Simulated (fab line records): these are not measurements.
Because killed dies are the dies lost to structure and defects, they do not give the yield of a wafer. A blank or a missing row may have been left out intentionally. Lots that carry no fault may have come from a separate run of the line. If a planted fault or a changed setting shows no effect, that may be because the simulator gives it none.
2 desks, one fault :: flow berkeleyCmos170 :: only its own numbers are on each desk; what lay behind them is given at the end

THE TOOL OWNER'S DESK: rieDiel-02
The tool's own readings at UCB170_PWELL_ETCH_14 (etches Si3N4 in CH3F/Ar/O2, stops on SiO2, target depth 242 nm, time 151 s): means of the sampled wafers that have a number, for each lot that ran on this tool. Marked OUT: a lot whose mean sits more than 4 standard deviations from the usual mean, which makes it out of limits; the brackets give that distance.
Columns: A = drypumpMotorCurrentA at UCB170_PWELL_ETCH_14, usual 5.7 A; B = oesProductAu at UCB170_PWELL_ETCH_14, usual 0.938 a.u.; C = rfFwdPowerW at UCB170_PWELL_ETCH_14, usual 448.1 W; D = throttleValvePct at UCB170_PWELL_ETCH_14, usual 8.04 %
lot: L867
first seen here: day 3 09:17
A: 5.9
B: 0.949
C: 447.4
D: 8.12

lot: L870
first seen here: day 4 11:23
A: 5.8
B: 0.946
C: 448.8
D: 8.14

lot: L882
first seen here: day 6 10:55
A: 5.7
B: 0.885
C: 330.2 (-84) OUT
D: 8.07

lot: L884
first seen here: day 6 20:45
A: 6.0
B: 0.910
C: 387.4 (-43) OUT
D: 8.17
Finding of this desk: L882, L884 out of limits; the first was L882 at day 6 10:55, on rfFwdPowerW at UCB170_PWELL_ETCH_14. L867, L870: within limits.

METROLOGY DESK
What the gauges read, lot by lot, whatever tool the lot ran on: means of the sampled wafers that have a number. Marked OUT: a lot whose mean sits more than 4 standard deviations from the usual mean, which makes it out of limits; the brackets give that distance.
Columns: A = PWELL_OXIDE_THK at UCB170_PWELL_THK_MEAS_03, usual 26.7 nm; B = PWELL_NITRIDE_THK at UCB170_PWELL_THK_MEAS_06, usual 219.3 nm; C = PWELL_OVL at UCB170_PWELL_OVL_MEAS_13, usual -1 nm; D = PWELL_TW at UCB170_PWELL_TW_MEAS_17, usual 379.3
lot: L867
first seen here: day 2 22:33
A: 27.1
B: 219.9
C: 2
D: 382.6

lot: L870
first seen here: day 4 01:47
A: 25.8
B: 217.8
C: -3
D: 382.1

lot: L882
first seen here: day 6 01:38
A: 26.1
B: 219.0
C: -1
D: 377.3

lot: L884
first seen here: day 6 12:39
A: 27.0
B: 217.8
C: -3
D: 374.0

lot: L888
first seen here: day 6 22:12
A: 27.0
B: 220.3
C: 5
D: 378.8

lot: L886
first seen here: day 7 03:54
A: 26.9
B: 218.2
C: -1
D: 377.7
This desk's verdict: no lot among the 6 shows anything out of limits.

ALL TOGETHER
The tool owner's desk had the chance to raise an alarm at day 6 10:55 on L882, L884.
Nothing out of limits was seen by the metrology desk.
The metrology desk holds a record of L882, L884, inside its limits.
UCB170_PWELL_ETCH_14 was run on rieDiel-02 by each of the lots named.

WHAT HAD BEEN PUT IN BY THE SIMULATOR
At UCB170_PWELL_ETCH_14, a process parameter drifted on rieDiel-02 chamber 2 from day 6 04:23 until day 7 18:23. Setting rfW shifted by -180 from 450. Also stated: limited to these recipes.
Struck lots among those shown: L882, L884.
Each desk's first reading out of limits, in hours after the fault started: the tool owner's desk, 7.
